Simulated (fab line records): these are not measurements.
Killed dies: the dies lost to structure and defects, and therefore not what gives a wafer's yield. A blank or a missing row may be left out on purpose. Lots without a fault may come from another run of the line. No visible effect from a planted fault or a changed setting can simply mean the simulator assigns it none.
Chamber matching + flow berkeleyCmos170 + rieDiel-01 running UCB170_SPACER_ETCHBACK_03: 4 sister chambers
The step etches SiO2 in CHF3/CF4/Ar, stops on Si, target depth 376 nm, time 100 s. 8 wafers are shown with their chamber, then 7 later ones without.

== WAFERS WITH THEIR CHAMBER ==
| wafer  | chamber | throttleValvePct (%) | drypumpMotorCurrentA (A) |
|--------|---------|----------------------|--------------------------|
| L131.1 | 1       | 6.63                 | 5.5                      |
| L132.1 | 0       | 6.32                 | 5.8                      |
| L132.2 | 2       | 6.54                 | 6.1                      |
| L135.1 | 3       | 6.47                 | 5.6                      |
| L135.2 | 2       | 6.53                 | 6.0                      |
| L135.6 | 0       | 6.33                 | 5.9                      |
| L139.1 | 3       | 6.46                 | 5.7                      |
| L139.4 | 1       | 6.63                 | 5.5                      |

== WAFERS WHOSE CHAMBER IS MISSING ==
| wafer  | throttleValvePct (%) | drypumpMotorCurrentA (A) |
|--------|----------------------|--------------------------|
| L139.5 | 6.63                 | 5.5                      |
| L142.2 | 6.62                 | 5.5                      |
| L142.3 | 6.52                 | 6.0                      |
| L142.5 | 6.52                 | 6.0                      |
| L152.2 | 6.52                 | 6.1                      |
| L152.4 | 6.46                 | 5.7                      |
| L152.6 | 6.48                 | 5.7                      |

== WHICH CHAMBER EACH ONE RAN IN ==
| wafer  | from the rows above | in truth |
|--------|---------------------|----------|
| L139.5 | 1                   | 1        |
| L142.2 | 1                   | 1        |
| L142.3 | 2                   | 2        |
| L142.5 | 2                   | 2        |
| L152.2 | 2                   | 2        |
| L152.4 | 3                   | 3        |
| L152.6 | 3                   | 3        |
Correct placement for 7 of the 7. From these rows, 0 cannot be placed. Number placed wrongly: 0.
How it was worked out, from the rows above alone: a wafer's distance from a chamber is the root of the sum, over the readings, of the square of ((its reading less the chamber's mean) divided by the reading's scatter). The wafer belongs to the nearest chamber; if the next one is less than 2 further off, it can't be placed. The mean given for a chamber averages the wafers shown for that chamber. The scatter: take each reading less its chamber's mean, square it, sum over the shown wafers, divide by the number of wafers less the number of chambers, and take the root.
